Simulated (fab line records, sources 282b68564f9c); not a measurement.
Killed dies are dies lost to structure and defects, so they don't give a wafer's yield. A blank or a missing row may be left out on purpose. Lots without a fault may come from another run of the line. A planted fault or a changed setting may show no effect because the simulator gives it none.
Which tool did it? | flow rit_cmos | 13 lots, 39 wafers sampled, at 4 steps of a route of 202

WHAT THE GAUGES READ, wafer by wafer
RIT_PRETRO_TW_MEAS_10. Usual: PRETRO_TW 480, standard deviation 3.5.
lot  | measured    | on            | PRETRO_TW               | flag
L824 | day 2 07:06 | film_metro-01 | 479 481 481             |
L825 | day 2 13:22 | film_metro-02 | 477 474 474             |
L826 | day 2 17:49 | film_metro-04 | 480 482 480             |
L827 | day 2 23:13 | film_metro-01 | 480 479 480             |
L828 | day 3 03:07 | film_metro-04 | 478 475 475             |
L829 | day 3 08:01 | film_metro-02 | 474 475 474             |
L830 | day 3 13:39 | film_metro-02 | 472 477 476             |
L831 | day 3 18:00 | film_metro-01 | 481 481 481             |
L832 | day 3 23:38 | film_metro-01 | 482 484 483             |
L834 | day 4 10:13 | film_metro-04 | 788 794 792 794 795 792 | OFF
L835 | day 4 15:00 | film_metro-02 | 795 794 791 795 789 795 | OFF
L836 | day 4 19:17 | film_metro-01 | 800 798 800 798 800 796 | OFF
L837 | day 5 00:41 | film_metro-01 | 799 798 800 804 800 798 | OFF

RIT_FOX2_THK_MEAS_91. Usual: FIELD_OXIDE_LEFT_2_THK 255 nm, standard deviation 6.3.
lot  | measured    | on            | FIELD_OXIDE_LEFT_2_THK (nm) | flag
L824 | day 2 07:36 | film_metro-01 | 265 264 264                 |
L825 | day 2 13:52 | film_metro-02 | 248 253 251                 |
L826 | day 2 18:19 | film_metro-01 | 249 247 254                 |
L827 | day 2 23:44 | film_metro-03 | 258 257 254                 |
L828 | day 3 03:37 | film_metro-03 | 253 249 247                 |
L829 | day 3 08:31 | film_metro-01 | 256 254 257                 |
L830 | day 3 14:08 | film_metro-01 | 253 255 253                 |
L831 | day 3 18:28 | film_metro-01 | 254 251 255                 |
L832 | day 4 00:07 | film_metro-01 | 253 251 254                 |

RIT_NLDD_OVL_MEAS_06. Usual: NLDD_OVL 0.7 nm, standard deviation 1.5.
lot  | measured    | on         | NLDD_OVL (nm)  | flag
L824 | day 2 17:05 | overlay-02 | 0.1 1.7 -1.5   |
L825 | day 2 23:10 | overlay-02 | 0.8 1.5 0.3    |
L826 | day 3 02:51 | overlay-01 | 1.9 1.6 1.2    |
L827 | day 3 08:23 | overlay-01 | 1.7 -0.6 0.3   |
L828 | day 3 12:46 | overlay-01 | 1.9 1.6 -0.2   |
L829 | day 3 17:49 | overlay-02 | 2.0 2.9 1.8    |
L830 | day 4 00:15 | overlay-01 | 2.4 2.5 3.0    |
L831 | day 4 03:23 | overlay-02 | 2.3 3.9 1.6    |
L832 | day 4 08:53 | overlay-02 | -0.7 -0.3 -1.5 |

WHICH TOOL RAN EACH LOT (tool, then ch and the chambers of the sampled wafers, then the start)
lot  | RIT_PRETRO_IMPLANT_08
L824 | implanter-03 ch 0, day 2 06:47
L825 | implanter-02 ch 0, day 2 13:04
L826 | implanter-02 ch 0, day 2 17:29
L827 | implanter-04 ch 0, day 2 22:53
L828 | implanter-02 ch 0, day 3 02:50
L829 | implanter-04 ch 0, day 3 07:42
L830 | implanter-04 ch 0, day 3 13:20
L831 | implanter-04 ch 0, day 3 17:40
L832 | implanter-04 ch 0, day 3 23:20
L834 | implanter-02 ch 0, day 4 09:53
L835 | implanter-03 ch 0, day 4 14:40
L836 | implanter-04 ch 0, day 4 18:58
L837 | implanter-03 ch 0, day 5 00:21
- RIT_PRETRO_IMPLANT_08

WHAT THE TOOLS THEMSELVES READ (means of the sampled wafers that have a number; where no wafer has one, the mark that the record gives instead)
RIT_PRETRO_IMPLANT_08. Usual: beam_on_s 9.98 s, standard deviation 0.21.
lot  | tool         | beam_on_s (s) | flag
L824 | implanter-03 | 10.10         |
L825 | implanter-02 | 9.95          |
L826 | implanter-02 | 9.99          |
L827 | implanter-04 | 10.01         |
L828 | implanter-02 | 9.85          |
L829 | implanter-04 | 10.27         |
L830 | implanter-04 | 9.96          |
L831 | implanter-04 | 10.00         |
L832 | implanter-04 | 9.89          |
L834 | implanter-02 | 9.97          |
L835 | implanter-03 | 9.86          |
L836 | implanter-04 | 10.06         |
L837 | implanter-03 | 9.97          |

THE ANSWER, worked out from the rows above alone
Rule: a lot is off if the mean of its wafers that have a number lies more than 3 standard deviations from the usual mean. A lot without any number at a reading at which 4 lots or more have one is off too. The other lots that the step has rows for count as sound. The gauges are gone through in route order, then the tools' own readings, and for those a lot's mean is taken as printed above. The first step at which some lot is off is used, and at that step the reading that is off furthest; a lot without a number counts as furthest.
Off: L834, L835, L836, L837, at RIT_PRETRO_TW_MEAS_10 (PRETRO_TW).
A tool fits if, at a process step before that reading, it ran every lot that is off, and no sound lot after the first of them. The gauges at RIT_PRETRO_TW_MEAS_10 are tried like those tools. None of those tried fits.

WHAT THE SIMULATOR HAD PUT IN
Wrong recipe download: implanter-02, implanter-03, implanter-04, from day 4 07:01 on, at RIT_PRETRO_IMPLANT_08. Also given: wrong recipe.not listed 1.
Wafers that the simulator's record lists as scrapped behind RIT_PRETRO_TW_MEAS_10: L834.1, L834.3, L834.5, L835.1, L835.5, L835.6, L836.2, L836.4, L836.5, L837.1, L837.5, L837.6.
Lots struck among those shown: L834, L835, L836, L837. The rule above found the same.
